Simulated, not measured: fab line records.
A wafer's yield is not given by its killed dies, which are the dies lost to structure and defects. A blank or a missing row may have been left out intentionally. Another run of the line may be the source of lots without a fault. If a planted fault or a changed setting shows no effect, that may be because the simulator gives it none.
Commonality check across tools || flow rit-cmos || 13 lots and 39 wafers in the sample

## WHY IT WAS OPENED
RIT_REOX_THK_MEAS_04, reading REOX_OXIDE_THK: flagged on 2 of 13 lots. No-fault wafers: 25.3 nm, standard deviation 0.42.
Rule: a lot gets a flag if all its wafers with a number sit over 4 standard deviations from that mean, or if no wafer of it has a number. All remaining lots are regarded as sound.

{"lot": "L311", "measured": "day 2 19:16", "on": "film-metro-02", "REOX_OXIDE_THK (nm), wafer by wafer": "25.7 25.6 25.5", "flag": ""}
{"lot": "L312", "measured": "day 2 23:19", "on": "film-metro-04", "REOX_OXIDE_THK (nm), wafer by wafer": "24.7 24.8 24.4", "flag": ""}
{"lot": "L313", "measured": "day 3 06:51", "on": "film-metro-02", "REOX_OXIDE_THK (nm), wafer by wafer": "25.2 25.1 25.3", "flag": ""}
{"lot": "L314", "measured": "day 3 12:02", "on": "film-metro-03", "REOX_OXIDE_THK (nm), wafer by wafer": "25.3 26.1 25.2", "flag": ""}
{"lot": "L315", "measured": "day 3 18:11", "on": "film-metro-04", "REOX_OXIDE_THK (nm), wafer by wafer": "25.7 25.6 25.5", "flag": ""}
{"lot": "L316", "measured": "day 3 20:04", "on": "film-metro-03", "REOX_OXIDE_THK (nm), wafer by wafer": "25.7 25.7 25.6", "flag": ""}
{"lot": "L317", "measured": "day 4 03:31", "on": "film-metro-03", "REOX_OXIDE_THK (nm), wafer by wafer": "25.3 25.4 25.1", "flag": ""}
{"lot": "L318", "measured": "day 4 08:43", "on": "film-metro-04", "REOX_OXIDE_THK (nm), wafer by wafer": "25.5 25.5 25.5", "flag": ""}
{"lot": "L319", "measured": "day 4 11:16", "on": "film-metro-03", "REOX_OXIDE_THK (nm), wafer by wafer": "24.8 25.2 24.9", "flag": ""}
{"lot": "L330", "measured": "day 6 23:26", "on": "film-metro-04", "REOX_OXIDE_THK (nm), wafer by wafer": "29.5 29.7 29.8", "flag": "FLAGGED"}
{"lot": "L331", "measured": "day 7 03:19", "on": "film-metro-04", "REOX_OXIDE_THK (nm), wafer by wafer": "30.2 30.0 30.1", "flag": "FLAGGED"}
{"lot": "L332", "measured": "day 7 07:12", "on": "film-metro-03", "REOX_OXIDE_THK (nm), wafer by wafer": "25.3 25.4 25.3", "flag": ""}
{"lot": "L333", "measured": "day 7 13:00", "on": "film-metro-03", "REOX_OXIDE_THK (nm), wafer by wafer": "25.7 25.7 26.3", "flag": ""}
The mean of the flagged lots' numbers is 29.9 nm, +4.6 nm from the usual (+11 standard deviations).

## WHICH TOOL EACH LOT WENT THROUGH
The record holds 1 process step before the reading, out of a route of 202 steps. Every cell lists first the tool, next ch and the chambers used by the sampled wafers, and last the start.
{"lot": "L311", "flag": "", "RIT_REOX_OXIDATION_03": "furnace-03 ch 0, day 2 16:41"}
{"lot": "L312", "flag": "", "RIT_REOX_OXIDATION_03": "furnace-01 ch 0, day 2 20:44"}
{"lot": "L313", "flag": "", "RIT_REOX_OXIDATION_03": "furnace-03 ch 0, day 3 04:18"}
{"lot": "L314", "flag": "", "RIT_REOX_OXIDATION_03": "furnace-03 ch 0, day 3 09:29"}
{"lot": "L315", "flag": "", "RIT_REOX_OXIDATION_03": "furnace-01 ch 0, day 3 15:37"}
{"lot": "L316", "flag": "", "RIT_REOX_OXIDATION_03": "furnace-04 ch 0, day 3 17:31"}
{"lot": "L317", "flag": "", "RIT_REOX_OXIDATION_03": "furnace-03 ch 0, day 4 00:58"}
{"lot": "L318", "flag": "", "RIT_REOX_OXIDATION_03": "furnace-03 ch 0, day 4 06:10"}
{"lot": "L319", "flag": "", "RIT_REOX_OXIDATION_03": "furnace-03 ch 0, day 4 08:43"}
{"lot": "L330", "flag": "FLAGGED", "RIT_REOX_OXIDATION_03": "furnace-04 ch 0, day 6 20:53"}
{"lot": "L331", "flag": "FLAGGED", "RIT_REOX_OXIDATION_03": "furnace-04 ch 0, day 7 00:46"}
{"lot": "L332", "flag": "", "RIT_REOX_OXIDATION_03": "furnace-01 ch 0, day 7 04:39"}
{"lot": "L333", "flag": "", "RIT_REOX_OXIDATION_03": "furnace-01 ch 0, day 7 10:27"}
These steps, and what they do:
- RIT_REOX_OXIDATION_03: target thk 25.2 nm, ox time 5580 s.
- RIT_REOX_THK_MEAS_04

## FLAGGED OVER TOTAL, TOOL BY TOOL (the gauges that took the reading come last)
{"step": "RIT_REOX_OXIDATION_03", "tool": "furnace-01", "lots run": 4, "flagged": 0, "share of the flagged lots": "none", "sound lots run after its first flagged lot": "-"}
{"step": "RIT_REOX_OXIDATION_03", "tool": "furnace-03", "lots run": 6, "flagged": 0, "share of the flagged lots": "none", "sound lots run after its first flagged lot": "-"}
{"step": "RIT_REOX_OXIDATION_03", "tool": "furnace-04", "lots run": 3, "flagged": 2, "share of the flagged lots": "all", "sound lots run after its first flagged lot": 0}
{"step": "RIT_REOX_THK_MEAS_04", "tool": "film-metro-02", "lots run": 2, "flagged": 0, "share of the flagged lots": "none", "sound lots run after its first flagged lot": "-"}
{"step": "RIT_REOX_THK_MEAS_04", "tool": "film-metro-03", "lots run": 6, "flagged": 0, "share of the flagged lots": "none", "sound lots run after its first flagged lot": "-"}
{"step": "RIT_REOX_THK_MEAS_04", "tool": "film-metro-04", "lots run": 5, "flagged": 2, "share of the flagged lots": "all", "sound lots run after its first flagged lot": 0}

## THE TABLE: WHAT IT ALLOWS
2 rows of the table ran every flagged lot: furnace-04 at RIT_REOX_OXIDATION_03, film-metro-04 at RIT_REOX_THK_MEAS_04.
- furnace-04 at RIT_REOX_OXIDATION_03: 2 of its 3 lots flagged. Its last sound lot is L316 (day 3 17:31), its first flagged lot L330 (day 6 20:53): a fault that began between those two fits. Its own readings lie more than 4 standard deviations out on every wafer of the flagged lots: spike-tc-centre-C, spike-tc-load-C, spike-tc-source-C, tube-center-temp-C, tube_center_temp_C_max.
- film-metro-04 at RIT_REOX_THK_MEAS_04: 2 of its 5 lots flagged. Its last sound lot is L318 (day 4 08:43), its first flagged lot L330 (day 6 23:26): a fault that began between those two fits.
A lot count leaves these 2 tools indistinguishable: every one of them fits a fault beginning at some hour. More lots, or a look at what each step does to the wafer, might.

## WHAT THE SIMULATOR PUT IN
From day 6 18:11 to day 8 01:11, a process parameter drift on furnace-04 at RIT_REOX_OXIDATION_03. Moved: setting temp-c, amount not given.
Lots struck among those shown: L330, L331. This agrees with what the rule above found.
